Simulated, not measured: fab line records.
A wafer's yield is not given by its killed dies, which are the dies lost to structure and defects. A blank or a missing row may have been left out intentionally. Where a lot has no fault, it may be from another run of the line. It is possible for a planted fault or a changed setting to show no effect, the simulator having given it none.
A sampling plan put to the test -- flow ritCmos -- one fab line, 34 faults that these records tell of, each judged on the records of the lots that it struck; 2 more are left out, because the records don't allow judging them
Plan = the line's own looks (route steps where a gauge or an inspection reads the wafer without altering it). A look is open to judgement when struck wafers have a number at it and the file gives its usual mean and standard deviation on fault-free wafers. Caught: the struck wafers' mean, at a look after the fault's first step, is 4 or more of those standard deviations (sigma) away from the usual mean. On the tool: the fault's steps, tested the same way using the tool's own readings. If the struck wafers alone have a blank record, or they carry another recipe, that too counts as caught.

THE FAULTS, as the simulator had put them in
1. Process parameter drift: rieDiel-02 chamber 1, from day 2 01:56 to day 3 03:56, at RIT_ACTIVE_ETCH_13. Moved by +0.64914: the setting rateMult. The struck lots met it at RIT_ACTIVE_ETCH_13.
2. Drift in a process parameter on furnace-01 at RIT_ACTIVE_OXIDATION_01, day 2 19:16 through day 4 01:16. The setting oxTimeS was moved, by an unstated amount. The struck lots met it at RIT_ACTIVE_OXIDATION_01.
3. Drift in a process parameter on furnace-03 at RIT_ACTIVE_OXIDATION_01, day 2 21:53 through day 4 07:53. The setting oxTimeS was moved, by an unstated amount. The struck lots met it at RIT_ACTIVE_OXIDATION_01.
4. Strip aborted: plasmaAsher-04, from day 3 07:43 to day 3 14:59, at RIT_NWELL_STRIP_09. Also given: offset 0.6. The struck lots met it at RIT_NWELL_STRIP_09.
5. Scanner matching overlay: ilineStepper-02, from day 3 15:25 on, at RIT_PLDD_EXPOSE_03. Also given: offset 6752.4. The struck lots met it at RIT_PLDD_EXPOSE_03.
6. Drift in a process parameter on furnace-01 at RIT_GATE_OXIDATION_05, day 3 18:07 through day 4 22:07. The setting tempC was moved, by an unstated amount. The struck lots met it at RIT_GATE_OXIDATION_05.
7. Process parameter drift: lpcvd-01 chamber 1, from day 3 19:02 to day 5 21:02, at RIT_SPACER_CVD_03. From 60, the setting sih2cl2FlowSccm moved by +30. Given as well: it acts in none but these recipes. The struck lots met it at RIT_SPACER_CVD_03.
8. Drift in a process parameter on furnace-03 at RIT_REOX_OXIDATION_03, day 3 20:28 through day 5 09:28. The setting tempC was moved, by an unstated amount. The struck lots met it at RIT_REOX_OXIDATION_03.
9. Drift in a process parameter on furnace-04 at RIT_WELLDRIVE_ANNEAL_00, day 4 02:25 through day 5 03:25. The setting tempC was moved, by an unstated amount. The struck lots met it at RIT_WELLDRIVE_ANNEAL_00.
10. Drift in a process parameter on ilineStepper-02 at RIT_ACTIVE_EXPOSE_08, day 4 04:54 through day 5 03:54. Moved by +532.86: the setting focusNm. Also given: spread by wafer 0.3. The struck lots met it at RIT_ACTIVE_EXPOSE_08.
11. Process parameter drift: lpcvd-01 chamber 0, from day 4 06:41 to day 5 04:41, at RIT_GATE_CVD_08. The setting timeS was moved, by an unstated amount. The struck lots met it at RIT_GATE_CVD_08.
12. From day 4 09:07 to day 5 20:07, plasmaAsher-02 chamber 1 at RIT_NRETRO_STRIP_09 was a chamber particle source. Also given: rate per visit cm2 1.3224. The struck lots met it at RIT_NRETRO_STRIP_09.
13. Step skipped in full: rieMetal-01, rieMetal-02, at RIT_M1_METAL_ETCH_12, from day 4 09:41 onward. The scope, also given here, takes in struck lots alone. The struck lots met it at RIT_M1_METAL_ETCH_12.
14. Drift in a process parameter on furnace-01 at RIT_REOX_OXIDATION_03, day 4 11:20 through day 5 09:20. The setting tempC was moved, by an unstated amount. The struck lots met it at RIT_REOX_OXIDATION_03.
15. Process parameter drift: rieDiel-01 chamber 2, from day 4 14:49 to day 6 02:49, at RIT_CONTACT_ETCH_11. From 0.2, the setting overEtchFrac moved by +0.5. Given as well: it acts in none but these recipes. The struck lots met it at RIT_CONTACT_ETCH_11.
16. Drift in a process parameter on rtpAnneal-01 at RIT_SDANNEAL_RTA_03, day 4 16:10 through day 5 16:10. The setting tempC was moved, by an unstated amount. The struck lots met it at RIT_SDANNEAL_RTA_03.
17. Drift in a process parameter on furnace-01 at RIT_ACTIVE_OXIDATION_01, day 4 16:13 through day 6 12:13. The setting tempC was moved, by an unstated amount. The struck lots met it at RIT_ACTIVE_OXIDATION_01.
18. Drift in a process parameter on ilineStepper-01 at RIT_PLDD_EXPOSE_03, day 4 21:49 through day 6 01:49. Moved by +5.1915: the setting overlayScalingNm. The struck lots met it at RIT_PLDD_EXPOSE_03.
19. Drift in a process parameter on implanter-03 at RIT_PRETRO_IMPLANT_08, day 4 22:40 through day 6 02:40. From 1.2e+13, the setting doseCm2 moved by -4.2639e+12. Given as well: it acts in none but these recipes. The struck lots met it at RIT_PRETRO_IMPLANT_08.
20. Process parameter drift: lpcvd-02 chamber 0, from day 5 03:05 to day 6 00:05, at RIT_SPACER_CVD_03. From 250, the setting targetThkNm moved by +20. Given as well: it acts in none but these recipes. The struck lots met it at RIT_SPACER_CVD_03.
21. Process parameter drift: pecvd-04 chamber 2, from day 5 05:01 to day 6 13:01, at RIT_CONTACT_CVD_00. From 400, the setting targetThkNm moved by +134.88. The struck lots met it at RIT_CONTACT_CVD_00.
22. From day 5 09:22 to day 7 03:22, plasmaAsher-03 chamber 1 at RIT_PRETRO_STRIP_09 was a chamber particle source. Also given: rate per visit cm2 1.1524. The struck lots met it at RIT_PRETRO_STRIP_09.
23. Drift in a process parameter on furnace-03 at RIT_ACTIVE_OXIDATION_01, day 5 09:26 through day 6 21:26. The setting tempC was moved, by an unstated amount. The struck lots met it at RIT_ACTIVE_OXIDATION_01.
24. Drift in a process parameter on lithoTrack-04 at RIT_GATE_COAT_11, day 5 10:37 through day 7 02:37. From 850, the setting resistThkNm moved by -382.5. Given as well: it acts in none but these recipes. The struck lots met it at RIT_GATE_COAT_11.
25. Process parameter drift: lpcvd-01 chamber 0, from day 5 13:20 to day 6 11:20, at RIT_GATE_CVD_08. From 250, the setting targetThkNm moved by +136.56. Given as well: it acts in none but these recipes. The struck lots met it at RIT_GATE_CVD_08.
26. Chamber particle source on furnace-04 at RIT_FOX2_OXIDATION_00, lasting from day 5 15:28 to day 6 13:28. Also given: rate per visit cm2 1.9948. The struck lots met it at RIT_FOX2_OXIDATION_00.
27. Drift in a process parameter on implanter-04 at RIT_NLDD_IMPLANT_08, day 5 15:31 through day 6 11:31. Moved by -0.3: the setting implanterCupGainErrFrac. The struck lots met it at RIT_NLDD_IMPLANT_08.
28. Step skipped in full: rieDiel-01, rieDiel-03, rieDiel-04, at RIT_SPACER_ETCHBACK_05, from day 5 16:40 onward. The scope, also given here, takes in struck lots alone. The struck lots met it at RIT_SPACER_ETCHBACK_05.
29. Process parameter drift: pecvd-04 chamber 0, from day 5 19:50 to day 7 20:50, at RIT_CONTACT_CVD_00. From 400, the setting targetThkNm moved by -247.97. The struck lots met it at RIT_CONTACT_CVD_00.
30. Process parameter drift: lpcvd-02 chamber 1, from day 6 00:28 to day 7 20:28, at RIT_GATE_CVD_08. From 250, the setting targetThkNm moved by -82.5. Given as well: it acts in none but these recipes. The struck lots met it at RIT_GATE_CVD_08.
31. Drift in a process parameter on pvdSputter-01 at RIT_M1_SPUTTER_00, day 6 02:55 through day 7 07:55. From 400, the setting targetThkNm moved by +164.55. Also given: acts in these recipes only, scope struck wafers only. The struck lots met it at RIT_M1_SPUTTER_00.
32. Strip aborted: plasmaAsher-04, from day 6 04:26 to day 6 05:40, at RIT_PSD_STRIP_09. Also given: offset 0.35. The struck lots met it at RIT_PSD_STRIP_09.
33. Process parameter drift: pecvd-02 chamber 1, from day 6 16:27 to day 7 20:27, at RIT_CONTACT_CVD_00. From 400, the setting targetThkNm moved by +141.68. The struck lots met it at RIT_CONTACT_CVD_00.
34. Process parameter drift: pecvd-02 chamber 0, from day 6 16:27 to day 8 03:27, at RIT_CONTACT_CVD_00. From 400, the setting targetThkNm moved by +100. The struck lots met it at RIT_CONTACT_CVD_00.

WHAT THE PLAN SAW
fault,on the tool itself,first look that catches it,"reading, sigma",median hours from its first step to that look,hours from the fault's start to the first struck lot there,judged looks passed uncaught
1,under 2 sigma,no look after it can be judged,-,-,-,0
2,no reading that can be judged,RIT_ACTIVE_THK_MEAS_02,ACTIVE_OXIDE_THK -11,1.9,4,0
3,no reading that can be judged,RIT_ACTIVE_THK_MEAS_02,ACTIVE_OXIDE_THK +25,1.9,17,0
4,runLengthS -99 or beyond sigma,RIT_NRETRO_TW_MEAS_10,NRETRO_TW -93,8.7,16,0
5,under 2 sigma,no look after it can be judged,-,-,-,0
6,tubeCenterTempC -67 sigma,not the one look that can be judged after it,"strongest: GATE_OXIDE_THK at RIT_GATE_THK_MEAS_07, -2.8",-,-,1
7,sih2cl2FlowSccm +99 or beyond sigma,RIT_SPACER_THK_MEAS_04,SPACER_NITRIDE_THK +16,1.9,8,0
8,tubeCenterTempC -99 or beyond sigma,RIT_REOX_THK_MEAS_04,REOX_OXIDE_THK -5.5,2.5,1,0
9,tubeCenterTempC +99 or beyond sigma,RIT_WELLDRIVE_RS_MEAS_01,NWELL_RS -23,5.1,0,0
10,exposureDoseMJCm2 -18 sigma,RIT_ACTIVE_CD_MEAS_11,cdNm -5.0,0.5,13,0
11,no reading that can be judged,RIT_GATE_THK_MEAS_09,GATE_POLY_THK +47,1.6,10,0
12,under 2 sigma,no look after it can be judged,-,-,-,0
13,the tool's record is blank for the struck wafers,no look after it can be judged,-,-,-,0
14,tubeCenterTempC -78 sigma,none of the 4 looks that can be judged after it,"strongest: REOX_OXIDE_THK at RIT_REOX_THK_MEAS_04, -2.7",-,-,4
15,under 2 sigma,no look after it can be judged,-,-,-,0
16,wafer_temp_C_max -7.5 sigma,RIT_SDANNEAL_RS_MEAS_04,PSD_RS +19,0.1,6,0
17,spikeTcCentreC +8.8 sigma,RIT_ACTIVE_THK_MEAS_02,ACTIVE_OXIDE_THK +5.0,1.9,10,0
18,under 2 sigma,not the one look that can be judged after it,"strongest: PLDD_OVL at RIT_PLDD_OVL_MEAS_06, +3.1",-,-,1
19,doseIonsCm2 -99 or beyond sigma,RIT_PRETRO_TW_MEAS_10,PRETRO_TW -16,0.3,3,0
20,no reading that can be judged,RIT_SPACER_THK_MEAS_04,SPACER_NITRIDE_THK +9.9,1.9,3,0
21,under 2 sigma,RIT_CONTACT_THK_MEAS_01,CONTACT_TEOS_THK +22,0.0,24,0
22,under 2 sigma,no look after it can be judged,-,-,-,0
23,tubeCenterTempC -99 or beyond sigma,RIT_ACTIVE_THK_MEAS_02,ACTIVE_OXIDE_THK -9.2,1.9,7,0
24,no reading that can be judged,RIT_GATE_CD_MEAS_16,cdNm -35,0.8,4,0
25,under 2 sigma,RIT_GATE_THK_MEAS_09,GATE_POLY_THK +52,1.6,10,0
26,under 2 sigma,no look after it can be judged,-,-,-,0
27,beamOnS +21 sigma,RIT_NLDD_TW_MEAS_10,NLDD_TW +7.8,0.3,5,0
28,the tool's record is blank for the struck wafers,no look after it can be judged,-,-,-,0
29,under 2 sigma,RIT_CONTACT_THK_MEAS_01,CONTACT_TEOS_THK -43,0.1,9,0
30,under 2 sigma,RIT_GATE_THK_MEAS_09,GATE_POLY_THK -31,1.6,21,0
31,under 2 sigma,RIT_M1_RS_MEAS_01,M1_AL_RS -25,0.3,5,0
32,runLengthS -99 or beyond sigma,no look after it can be judged,-,-,-,0
33,under 2 sigma,RIT_CONTACT_THK_MEAS_01,CONTACT_TEOS_THK +24,0.1,9,0
34,under 2 sigma,RIT_CONTACT_THK_MEAS_01,CONTACT_TEOS_THK +17,0.1,21,0
A dash: the fault is not caught, or the number is missing from these records.

Caught at a look: 22 of 34. Caught on the tool: 15 of 34. By one or the other: 27 of 34.
Faults 6, 13, 14, 28, 32 were caught on the tool alone.
Caught at a look alone: faults 2, 3, 11, 20, 21, 24, 25, 29, 30, 31, 33, 34.
Caught by neither: faults 1, 5, 12, 15, 18, 22, 26.

THINNER SAMPLING
Were the look that catches a fault to measure just every second or every third lot (counted by lot number), the first struck lot would, at worst, be measured this late:
fault,"struck lots at that look, in order of time",every lot,every second lot,every third lot
2,"L532, L534, L537",4 h,29 h,may miss all 3
3,"L402, L403",17 h,21 h,may miss all 2
4,L408,16 h,may miss it,may miss it
7,L346,8 h,may miss it,may miss it
8,"L649, L650, L654",1 h,4 h,26 h
9,"L612, L614, L616",0 h,may miss all 3,19 h
10,"L555, L556",13 h,18 h,may miss all 2
11,L592,10 h,may miss it,may miss it
16,"L157, L159",6 h,may miss all 2,may miss all 2
17,"L229, L231",10 h,may miss all 2,may miss all 2
19,"L342, L344",3 h,may miss all 2,may miss all 2
20,L884,3 h,may miss it,may miss it
21,L274,24 h,may miss it,may miss it
23,"L519, L520, L521",7 h,12 h,17 h
24,"L673, L674",4 h,6 h,may miss all 2
25,"L330, L331, L332",10 h,12 h,20 h
27,"L283, L286",5 h,16 h,may miss all 2
29,"L625, L628",9 h,21 h,may miss all 2
30,L678,21 h,may miss it,may miss it
31,L573,5 h,may miss it,may miss it
33,L465,9 h,may miss it,may miss it
34,L787,21 h,may miss it,may miss it
Hours: fault start to first struck lot measured. 4 sigma limit: tested on the pooled struck wafers, so a lone lot may be under it. Other struck lots may not be in these records.

THE LONGEST TIMED WAY FROM STEP TO LOOK
In fault 4, a median of 8.7 hours elapses between RIT_NWELL_STRIP_09 and RIT_NRETRO_TW_MEAS_10. No look between them can be judged.
